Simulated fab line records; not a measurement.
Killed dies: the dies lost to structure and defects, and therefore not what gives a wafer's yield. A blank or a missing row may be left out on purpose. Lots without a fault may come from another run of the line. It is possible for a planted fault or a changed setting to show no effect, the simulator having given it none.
A struck lot beside a sound one || flow berkeley-cmos170 || 24 out of 331 route steps
Sound: the wafers L717.3, L717.4, L717.6. Wafers struck: L716.1, L716.4, L716.6. Last of all comes the cause.
Per side, at each step with rows, come the tool, then ch with its chambers, and then its first start. Under that, the readings that differ: sound wafers || struck wafers || difference of the means || sigmas: that difference in standard deviations of wafers without a fault.
alike: same words and numbers on both sides, and readings whose means sit less than 2 such deviations apart. not compared: any withheld reading, any reading some wafer has no value for, any bound like >300 that may hide the same value, and any number with overlapping values for which the record gives no deviation.
A row with sigmas, a row that says differs or no value, or rows on one side alone: a step with any of these is where the two part. Numbers that don't overlap but have no deviation are shown without sigmas and don't part them. A reading missing from all wafers of one side parts the sides only when that side holds two or more wafers.

UCB170_V2_CD_MEAS_90: target cd 700 nm.
  sound on cd-sem-02, day 10 03:39; struck on cd-sem-02, day 9 23:47
  alike: cd-nm
then, 1 step without rows for these wafers: UCB170_M3_PRE_CLEAN_00 (preclean etch time 60 s).
UCB170_M3_SPUTTER_01: material Al, target thk 900 nm, time 120 s.
  sound on pvd-sputter-01, day 10 03:48; struck on pvd-sputter-04, day 9 23:58
  alike: throttle-valve-pct
UCB170_M3_RS_MEAS_02: measures by four-point-probe.
  sound on film-metro-03, day 10 03:55; struck on film-metro-01, day 10 00:03
  alike: M3_AL_RS
UCB170_M3_THK_MEAS_03: measures by xrf.
  sound on film-metro-03, day 10 04:01; struck on film-metro-01, day 10 00:10
  alike: M3_AL_THK
then, 3 steps without rows for these wafers: UCB170_M3_HMDS_04 (prime time 60 s); UCB170_M3_COAT_05 (resist thk 900 nm); UCB170_M3_SOFTBAKE_06 (time 60 s).
UCB170_M3_STRIP_07: strips in O2.
  sound on plasma-asher-04 ch 0,1, day 10 04:35; struck on plasma-asher-04 ch 0,1, day 10 00:58
  alike: drypump-motor-current-A, oes-product-au, strip-time-to-endpoint-s
  not compared: rf-hours-counter-h
then, 3 steps without rows for these wafers: UCB170_M3_STRIP_08 (strips KrF in DMSO, time 600 s); UCB170_M3_COAT_09; UCB170_M3_COAT_10 (resist thk 900 nm).
UCB170_M3_SOFTBAKE_11: time 60 s.
  sound on litho-track-01 ch 0, day 10 05:00; struck on litho-track-04 ch 0, day 10 01:00
{"reading": "heater-power-total-W (W)", "sound": "56.79 56.80 56.81", "struck": "64.11 64.20 64.21", "difference": "+7.37", "sigmas": "+99 or more"}
{"reading": "plate-temp-C (C)", "sound": "129.97 130.01 130.20", "struck": "142.85 143.10 142.87", "difference": "+12.88", "sigmas": "+99 or more"}
{"reading": "model.KrF_of_M3_COAT_10.thk-nm (nm)", "sound": "901.7 900 901.2", "struck": "884.5 882.6 886.6", "difference": -16.4, "sigmas": ""}
then, 2 steps without rows for these wafers: UCB170_M3_EXPOSE_12 (exposes mask METAL3, target cd 700 nm); UCB170_M3_PEB_13.
UCB170_M3_DEVELOP_14: develop time 45 s.
  sound on litho-track-01 ch 0; struck on litho-track-04 ch 0
{"reading": "model.M3.cd-nm (nm)", "sound": "701.4 699 700.1", "struck": "667.1 668.3 667.6", "difference": -32.5, "sigmas": ""}
{"reading": "model.KrF_of_M3_COAT_10.thk-nm (nm)", "sound": "887.5 885.8 886.9", "struck": "870.5 868.6 872.6", "difference": -16.2, "sigmas": ""}
UCB170_M3_CD_MEAS_15: target cd 700 nm.
  sound on cd-sem-01, day 10 05:50; struck on cd-sem-02, day 10 02:18
{"reading": "cd-nm (nm)", "sound": "701.4 698.8 700.0", "struck": "667.1 668.2 667.7", "difference": -32.4, "sigmas": -23}
UCB170_M3_OVL_MEAS_16:
  sound on overlay-01, day 10 05:56; struck on overlay-01, day 10 02:25
  alike: M3_OVL
UCB170_M3_ETCH_17: etches BARC in N2/H2.
  sound on rie-diel-02 ch 0,2,3, day 10 05:58; struck on rie-diel-03 ch 0,1,3, day 10 02:28
  alike: drypump-motor-current-A, n2-flow-sccm, oes-product-au, throttle-valve-pct
UCB170_M3_METAL_ETCH_18: etches Al in Cl2/BCl3, stops on SiO2, target depth 1170 nm, time 195 s.
  sound on rie-metal-03 ch 0,1, day 10 06:04; struck on rie-metal-03 ch 0,1, day 10 02:30
{"reading": "model.M3.cd-nm (nm)", "sound": "699.2 702.2 703.6", "struck": "670.1 668.2 669.7", "difference": -32.3, "sigmas": ""}
  alike: drypump-motor-current-A, oes-product-au, throttle-valve-pct
  not compared: rf-hours-counter-h
UCB170_M3_STRIP_19: strips in O2.
  sound on plasma-asher-03 ch 0,1, day 10 06:13; struck on plasma-asher-01 ch 0, day 10 02:41
  alike: drypump-motor-current-A, oes-product-au
  not compared: rf-hours-counter-h
UCB170_M3_CD_MEAS_90: target cd 700 nm.
  sound on cd-sem-02, day 10 06:20; struck on cd-sem-02, day 10 02:47
{"reading": "cd-nm (nm)", "sound": "699.6 702.4 703.6", "struck": "670.0 668.2 669.6", "difference": -32.6, "sigmas": -11}
UCB170_M3_BOW_MEAS_20:
  sound on film-metro-01, day 10 06:27; struck on film-metro-03, day 10 02:57
  alike: M3_BOW
UCB170_M3_PROBE_99:
  only the struck wafers here have rows in the record (prober-01, day 10 03:13); the sound ones have none

## WHERE THEY PART
First at UCB170_M3_SOFTBAKE_11; last, within this record, at UCB170_M3_PROBE_99.

WHY: the cause the simulator had injected
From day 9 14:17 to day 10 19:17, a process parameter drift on litho-track-04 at UCB170_M3_SOFTBAKE_11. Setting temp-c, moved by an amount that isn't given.
